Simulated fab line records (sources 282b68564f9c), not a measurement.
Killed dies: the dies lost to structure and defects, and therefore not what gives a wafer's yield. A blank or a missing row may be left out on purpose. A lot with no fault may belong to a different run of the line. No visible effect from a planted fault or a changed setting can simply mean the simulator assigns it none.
Comparing a struck lot with a sound one + flow rit_cmos + 21 steps out of a route of 202
Sound: wafers L128.1, L128.2, L128.6. The struck wafers were L135.1, L135.3, L135.4. At the end, the cause is stated.
For every step that has rows: the tool of each side, followed by ch and its chambers, followed by its first start. Under that, the readings that differ: sound wafers + struck wafers + difference of the means + sigmas: that difference in standard deviations of wafers without a fault.
alike: words and numbers the same on both sides, and readings whose means are apart by under 2 such deviations; not compared: readings that were withheld, readings missing a value for some wafer, numbers with overlapping values and no deviation given by the record, and bounds like >300 which may hide the same value.
The two part at a step that has a row with sigmas, a row that says differs or no value, or rows on one side only. Non-overlapping numbers with no deviation appear without sigmas and do not part them. A reading that every wafer of one side lacks parts them only if that side has two wafers or more.

first, 4 steps without rows for these wafers: RIT_ACTIVE_CLEAN_15 (cleans in SC1, time 600 s); RIT_ACTIVE_CLEAN_16 (cleans in dHF, time 30 s); RIT_ACTIVE_CLEAN_17 (cleans in SC2, time 600 s); RIT_FOX1_OXIDATION_00 (target thk 350.7 nm, ox time 1130 s).
RIT_FOX1_THK_MEAS_01:
  sound: film_metro-01 at day 2 09:22; struck: film_metro-02 at day 3 18:49
| reading             | sound       | struck      | difference | sigmas |
|---------------------|-------------|-------------|------------|--------|
| FOX1_OXIDE_THK (nm) | 368 367 367 | 355 351 352 | -15        | -2     |
then, 2 steps without rows for these wafers: RIT_FOX1_WET_ETCH_02 (etches SiO2 in BOE, target depth 350 nm, time 390 s); RIT_FOX2_OXIDATION_00 (target thk 350.7 nm, ox time 1130 s).
RIT_FOX2_THK_MEAS_01:
  sound: film_metro-03 at day 2 11:19; struck: film_metro-03 at day 3 20:19
  alike: FOX2_OXIDE_THK
then, 2 steps without rows for these wafers: RIT_FOX2_CLEAN_02 (cleans in dHF, time 180 s); RIT_FOX2_WET_ETCH_03 (etches Si3N4 in H3PO4, target depth 195 nm, time 2700 s).
RIT_FOX2_THK_MEAS_90:
  sound: film_metro-04 at day 2 12:11; struck: film_metro-03 at day 3 21:12
  alike: FIELD_OXIDE_LEFT_1_THK
then, 1 step without rows for these wafers: RIT_NWELL_HMDS_00 (prime time 60 s).
RIT_NWELL_COAT_01: resist thk 1300 nm.
  sound on litho_track-01 ch 0, day 2 12:24; struck on litho_track-03 ch 0, day 3 21:25
| reading                                    | sound                | struck               | difference | sigmas      |
|--------------------------------------------|----------------------|----------------------|------------|-------------|
| spin_speed_rpm (rpm)                       | 1997.7 2000.3 1998.7 | 1487.7 1487.8 1486.4 | -511.6     | -99 or more |
| model.NOVOLAK_of_NWELL_COAT_01.thk_nm (nm) | 1296 1300 1296       | 1510 1512 1510       | +213       |             |
  alike: resist_line_temp_C
then, 4 steps without rows for these wafers: RIT_NWELL_SOFTBAKE_02 (time 60 s); RIT_NWELL_EXPOSE_03 (exposes mask M2, target cd 43900 nm); RIT_NWELL_PEB_04; RIT_NWELL_DEVELOP_05 (develop time 68 s).
RIT_NWELL_OVL_MEAS_06:
  sound: overlay-01 at day 2 13:15; struck: overlay-02 at day 3 22:08
  alike: NWELL_OVL
RIT_NWELL_HARDBAKE_07: time 120 s.
  sound on litho_track-03 ch 0, day 2 13:17; struck on litho_track-03 ch 0, day 3 22:10
| reading                                    | sound          | struck         | difference | sigmas |
|--------------------------------------------|----------------|----------------|------------|--------|
| model.NOVOLAK_of_NWELL_COAT_01.thk_nm (nm) | 1134 1137 1133 | 1318 1319 1317 | +183       |        |
  alike: resist_line_temp_C
next, for these wafers, 1 step has no rows: RIT_NWELL_IMPLANT_08.
RIT_M1_PROBE_99:
  sound: prober-01 at day 4 01:02; struck: prober-02 at day 5 10:39
  alike: killed_at_contacts, killed_at_front_end, killed_dies, killed_open, killed_short

WHERE THEY PART
Last at RIT_NWELL_COAT_01 as far as this record goes, first at RIT_FOX1_THK_MEAS_01. Later steps at which nothing parts them and some readings are alike: RIT_NWELL_OVL_MEAS_06, RIT_NWELL_HARDBAKE_07, RIT_M1_PROBE_99.

WHY: the cause the simulator had injected
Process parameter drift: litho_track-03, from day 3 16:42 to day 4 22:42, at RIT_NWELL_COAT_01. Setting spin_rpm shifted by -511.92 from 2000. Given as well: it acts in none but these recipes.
